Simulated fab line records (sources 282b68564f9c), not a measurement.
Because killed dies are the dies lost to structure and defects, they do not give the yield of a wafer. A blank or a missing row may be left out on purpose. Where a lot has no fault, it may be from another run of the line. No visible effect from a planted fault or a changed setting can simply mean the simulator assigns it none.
Comparing a struck lot with a sound one / flow rit cmos / 20 out of 202 route steps
Sound: wafers L570.1, L570.3, L570.6. Struck: wafers L574.3, L574.4, L574.5. The cause is given at the end.
Each step with rows lists, per side, the tool, then ch with its chambers, then its first start. Under that, the readings that differ: sound wafers / struck wafers / difference of the means / sigmas: that difference in standard deviations of wafers without a fault.
alike: words and numbers the same on both sides, and readings whose means are apart by under 2 such deviations; not compared: readings that were withheld, readings missing a value for some wafer, numbers with overlapping values and no deviation given by the record, and bounds like >300 which may hide the same value.
A row with sigmas, a row that says differs or no value, or rows on one side alone: a step with any of these is where the two part. Numbers that don't overlap but have no deviation are shown without sigmas and don't part them. Lack of a reading on every wafer of one side parts them only where that side has two or more wafers.

first, 2 steps without rows for these wafers: RIT_NSD_HARDBAKE_07 (time 60 s); RIT_NSD_IMPLANT_08.
RIT_NSD_STRIP_09: strips in O2, time 180 s.
  sound on plasma asher-04 ch 0,1, day 3 18:59; struck on plasma asher-02 ch 0,1, day 4 14:19
  alike: drypump motor current A
  not compared: rf hours counter h
RIT_NSD_TW_MEAS_10:
  sound on film metro-02 at day 3 19:10; struck on film metro-01 at day 4 14:28
  alike: NSD_TW
then, 6 steps without rows for these wafers: RIT_PSD_HMDS_00 (prime time 60 s); RIT_PSD_COAT_01 (resist thk 1000 nm); RIT_PSD_SOFTBAKE_02 (time 60 s); RIT_PSD_EXPOSE_03 (exposes mask M10, target cd 40900 nm); RIT_PSD_PEB_04; RIT_PSD_DEVELOP_05 (develop time 50 s).
RIT_PSD_OVL_MEAS_06:
  sound on overlay-01 at day 3 20:04; struck on overlay-02 at day 4 15:41
  alike: PSD_OVL
then, 1 step without rows for these wafers: RIT_PSD_HARDBAKE_07 (time 60 s).
RIT_PSD_IMPLANT_08:
  sound on implanter-03 ch 0, day 3 20:16; struck on implanter-01 ch 0, day 4 15:55
reading=implant ion amu; sound=49 49 49; struck=11 11 11; difference=-38; sigmas=
reading=model.implant.rp nm (nm); sound=21.92 21.92 21.92; struck=91.8 91.8 91.8; difference=+69.9; sigmas=
reading=model.implant.drp nm (nm); sound=12.05 12.05 12.05; struck=38.9 38.9 38.9; difference=+26.8; sigmas=
RIT_PSD_STRIP_09: strips in O2, time 180 s.
  sound on plasma asher-01 ch 0,1, day 3 20:25; struck on plasma asher-04 ch 0,1, day 4 16:05
  alike: drypump motor current A
  not compared: rf hours counter h
RIT_PSD_TW_MEAS_10:
  sound on film metro-02 at day 3 20:35; struck on film metro-03 at day 4 16:26
reading=PSD_TW; sound=3458 3458 3446; struck=2912 2903 2904; difference=-548; sigmas=-26
  not compared: hold
then, 2 steps without rows for these wafers: RIT_SDANNEAL_CLEAN_01 (cleans in dHF, time 30 s); RIT_SDANNEAL_CLEAN_02 (cleans in SC2, time 600 s).
RIT_SDANNEAL_RTA_03: time 5 s.
  sound on rtp anneal-02 ch 0, day 3 21:02; struck on rtp anneal-02 ch 0, day 4 20:11
  alike: anneal temp c max, wafer_temp_C_max
RIT_SDANNEAL_RS_MEAS_04: a four-point-probe measurement.
  sound on film metro-01 at day 3 21:06; struck on film metro-01 at day 4 20:34
reading=PSD_RS (ohm/sq); sound=115.34 115.58 115.85; struck=45.14 45.14 45.18; difference=-70.44; sigmas=-99 or more
  not compared: hold
after that, 1 step had no rows for these wafers: RIT_M1_PROBE_99.

WHERE THEY PART
At RIT_PSD_TW_MEAS_10 first; at RIT_SDANNEAL_RS_MEAS_04 last (within this record only).

WHY: what the simulator had put in
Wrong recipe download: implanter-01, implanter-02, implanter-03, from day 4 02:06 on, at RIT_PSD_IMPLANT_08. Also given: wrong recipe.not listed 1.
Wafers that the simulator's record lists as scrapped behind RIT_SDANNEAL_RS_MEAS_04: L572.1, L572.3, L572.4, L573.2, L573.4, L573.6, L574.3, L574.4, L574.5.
